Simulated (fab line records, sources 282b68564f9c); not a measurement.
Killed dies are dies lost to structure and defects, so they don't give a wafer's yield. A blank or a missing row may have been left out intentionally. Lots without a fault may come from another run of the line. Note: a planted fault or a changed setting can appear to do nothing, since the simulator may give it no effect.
fab line records ; flow ritCmos
record lots=14; wafers=42; lastDay=7
route steps=202 shown ACTIVE@2
lots with no fault: from the same line, run without faults
startH: hours from the record's opening day to when the first of the lot's shown wafers began ; waitH: hours since the lot's step before ; " same as the row above ; L1.1+2: a single row standing in for several wafers ; - either no value or no given start ; * or withheld: withheld ; < > ~ a bound
route shown NAME@n: names a module that has steps shown in the file, with the first one's number in the route ; usual: mean/standard deviation taken from wafers without a fault ; same: alike in all rows ; chamber/n: place in a boat ; sites: readings site by site ; _std_site: standard deviation across them ; _edge_site: the outer-site mean with the inner-site mean subtracted ; radiusMm: how far each site lies from the wafer's centre ; mask NAME#n: copy n ; behind: the last tool/chamber to shape the wafer ; hold: why the lot went on hold/how many hours it stayed there/how the hold came to an end ; device: the n, p or np transistor that did not switch ; end of line: the same wafers' tests at the end of the route ; where a step has no rows: the recipe by itself ; killed: count of dies lost to structure and defects at first sort (not the wafer's yield) ; map: the dies of a wafer, with x for killed, . for not killed, _ for no die there
set.NAME: the setting the step ran with; set.NAME@STEP: the setting that earlier step ran with ; model.NAME: the simulator's own value behind a step, which no gauge read
a sample of lots followed through the steps of the route, with each step as a table and each wafer as a row
services: from which hour (startH, from the record's first day; less than 0 if before it) a tool's chamber was out of use, for how many hours, and why
## steps
# step RIT_ACTIVE_OXIDATION_01
# recipe tempC=1000; ambient=O2; targetThkA=468; oxTimeS=3360
# usual spikeTcCentreC=1001.5/1.5; spikeTcSourceC=1024.0/1.3
lot.wafer;tool;chamber;startH;waitH;spikeTcCentreC;spikeTcSourceC
L723.4;furnace-04;0;10.12;0.0;1002.1;1022.3
L723.5;furnace-04;0;10.12;0.0;997.1;1025.4
L723.6;furnace-04;0;10.12;0.0;999.7;1023.3
L725.4;furnace-04;0;20.12;0.0;999.6;1022.4
L725.5;furnace-04;0;20.12;0.0;1000.7;1023.0
L725.6;furnace-04;0;20.12;0.0;999.2;1022.7
L726.1;furnace-01;0;27.21;2.2;1002.7;1022.9
L726.4;furnace-01;0;27.21;2.2;1003.0;1023.7
L726.5;furnace-01;0;27.21;2.2;1001.7;1025.8
L727.2;furnace-03;0;30.12;0.1;1001.6;1024.9
L727.3;furnace-03;0;30.12;0.1;1001.2;1024.4
L727.6;furnace-03;0;30.12;0.1;1002.3;1024.6
L728.2;furnace-03;0;35.12;0.1;1001.1;1024.7
L728.4;furnace-03;0;35.12;0.1;1003.1;1024.6
L728.6;furnace-03;0;35.12;0.1;999.7;1023.3
L729.3;furnace-03;0;40.12;0.1;1001.5;1024.8
L729.5;furnace-03;0;40.12;0.1;1000.3;1025.2
L729.6;furnace-03;0;40.12;0.1;999.8;1025.0
L730.2;furnace-03;0;45.78;0.7;999.8;1024.6
L730.4;furnace-03;0;45.78;0.7;1001.6;1024.7
L730.6;furnace-03;0;45.78;0.7;1002.3;1026.4
L732.3;furnace-03;0;55.12;0.1;1003.2;1024.8
L732.5;furnace-03;0;55.12;0.1;1001.4;1024.4
L732.6;furnace-03;0;55.12;0.1;1001.2;1022.9
L733.2;furnace-04;0;60.12;0.1;998.0;1023.7
L733.5;furnace-04;0;60.12;0.1;1000.3;1022.2
L733.6;furnace-04;0;60.12;0.1;1000.2;1022.8
L734.1;furnace-03;0;65.12;0.1;1002.5;1023.2
L734.4;furnace-03;0;65.12;0.1;1002.1;1025.2
L734.5;furnace-03;0;65.12;0.1;1001.8;1025.7
L739.2;furnace-01;0;90.12;0.1;1000.4;1023.3
L739.3;furnace-01;0;90.12;0.1;1003.9;1026.5
L739.4;furnace-01;0;90.12;0.1;1002.6;1022.6
L743.2;furnace-01;0;110.26;0.2;1003.2;1024.9
L743.4;furnace-01;0;110.26;0.2;1002.2;1023.5
L743.5;furnace-01;0;110.26;0.2;1002.0;1024.2
L744.4;furnace-04;0;115.12;0.0;1001.7;1023.4
L744.5;furnace-04;0;115.12;0.0;998.9;1023.3
L744.6;furnace-04;0;115.12;0.0;1001.1;1022.5
L745.1;furnace-01;0;120.32;0.3;1003.1;1023.7
L745.4;furnace-01;0;120.32;0.3;1003.2;1023.8
L745.5;furnace-01;0;120.32;0.3;1002.6;1023.4
# step RIT_ACTIVE_THK_MEAS_02
# recipe reads=SiO2_of_ACTIVE_OXIDATION_01
# usual ACTIVE_OXIDE_THK=46.7/0.68
lot.wafer;tool;chamber;startH;waitH;ACTIVE_OXIDE_THK[nm]
L723.4;filmMetro-04;-;12.08;0.0;45.8
L723.5;filmMetro-04;-;12.08;0.0;47.0
L723.6;filmMetro-04;-;12.08;0.0;45.2
L725.4;filmMetro-04;-;22.08;0.0;47.8
L725.5;filmMetro-04;-;22.08;0.0;47.2
L725.6;filmMetro-04;-;22.08;0.0;47.6
L726.1;filmMetro-04;-;29.15;0.0;46.3
L726.4;filmMetro-04;-;29.15;0.0;46.6
L726.5;filmMetro-04;-;29.15;0.0;46.3
L727.2;filmMetro-02;-;32.06;0.0;47.4
L727.3;filmMetro-02;-;32.06;0.0;47.0
L727.6;filmMetro-02;-;32.06;0.0;47.6
L728.2;filmMetro-04;-;37.06;0.0;47.2
L728.4;filmMetro-04;-;37.06;0.0;47.2
L728.6;filmMetro-04;-;37.06;0.0;47.1
L729.3;filmMetro-03;-;42.07;0.0;47.0
L729.5;filmMetro-03;-;42.07;0.0;48.1
L729.6;filmMetro-03;-;42.07;0.0;47.0
L730.2;filmMetro-04;-;47.72;0.0;46.7
L730.4;filmMetro-04;-;47.72;0.0;46.4
L730.6;filmMetro-04;-;47.72;0.0;46.5
L732.3;filmMetro-04;-;57.07;0.0;52.0
L732.5;filmMetro-04;-;57.07;0.0;52.5
L732.6;filmMetro-04;-;57.07;0.0;51.8
L733.2;filmMetro-02;-;62.06;0.0;47.0
L733.5;filmMetro-02;-;62.06;0.0;46.6
L733.6;filmMetro-02;-;62.06;0.0;47.0
L734.1;filmMetro-02;-;67.05;0.0;52.7
L734.4;filmMetro-02;-;67.05;0.0;52.4
L734.5;filmMetro-02;-;67.05;0.0;52.3
L739.2;filmMetro-02;-;92.06;0.0;47.1
L739.3;filmMetro-02;-;92.06;0.0;46.3
L739.4;filmMetro-02;-;92.06;0.0;45.8
L743.2;filmMetro-04;-;112.21;0.0;47.6
L743.4;filmMetro-04;-;112.21;0.0;48.3
L743.5;filmMetro-04;-;112.21;0.0;48.0
L744.4;filmMetro-04;-;117.08;0.0;46.5
L744.5;filmMetro-04;-;117.08;0.0;46.7
L744.6;filmMetro-04;-;117.08;0.0;46.1
L745.1;filmMetro-04;-;122.25;0.0;45.8
L745.4;filmMetro-04;-;122.25;0.0;45.5
L745.5;filmMetro-04;-;122.25;0.0;46.5
## services
tool;chamber;startH;hours;kind
furnace-03;-;-9.88;2.3;pm
furnace-04;-;12.05;4.2;pm
furnace-03;-;24.37;3.8;pm
## key
firstSign step=RIT_ACTIVE_THK_MEAS_02; reading=ACTIVE_OXIDE_THK; direction=up; sigmas=8.3; usual=46.7; struck=52.3
effect none on later readings
metAt RIT_ACTIVE_OXIDATION_01
struckLots L732,L734
testerLeftOut L732,L734
onsetBetween 45.78 55.12
fault kind=processParameterDrift; tool=furnace-03; chamber=-; onsetH=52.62; steps=RIT_ACTIVE_OXIDATION_01; channel=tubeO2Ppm; offset=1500; shape=step; endH=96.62
# testerLeftOut: of these lots the tester's yield and bins aren't shown, on N5 and GAA mostly nor the transistor test; their killed dies are dies lost to structure and defects alone, not to doping, threshold or leakage, so they don't give the yield
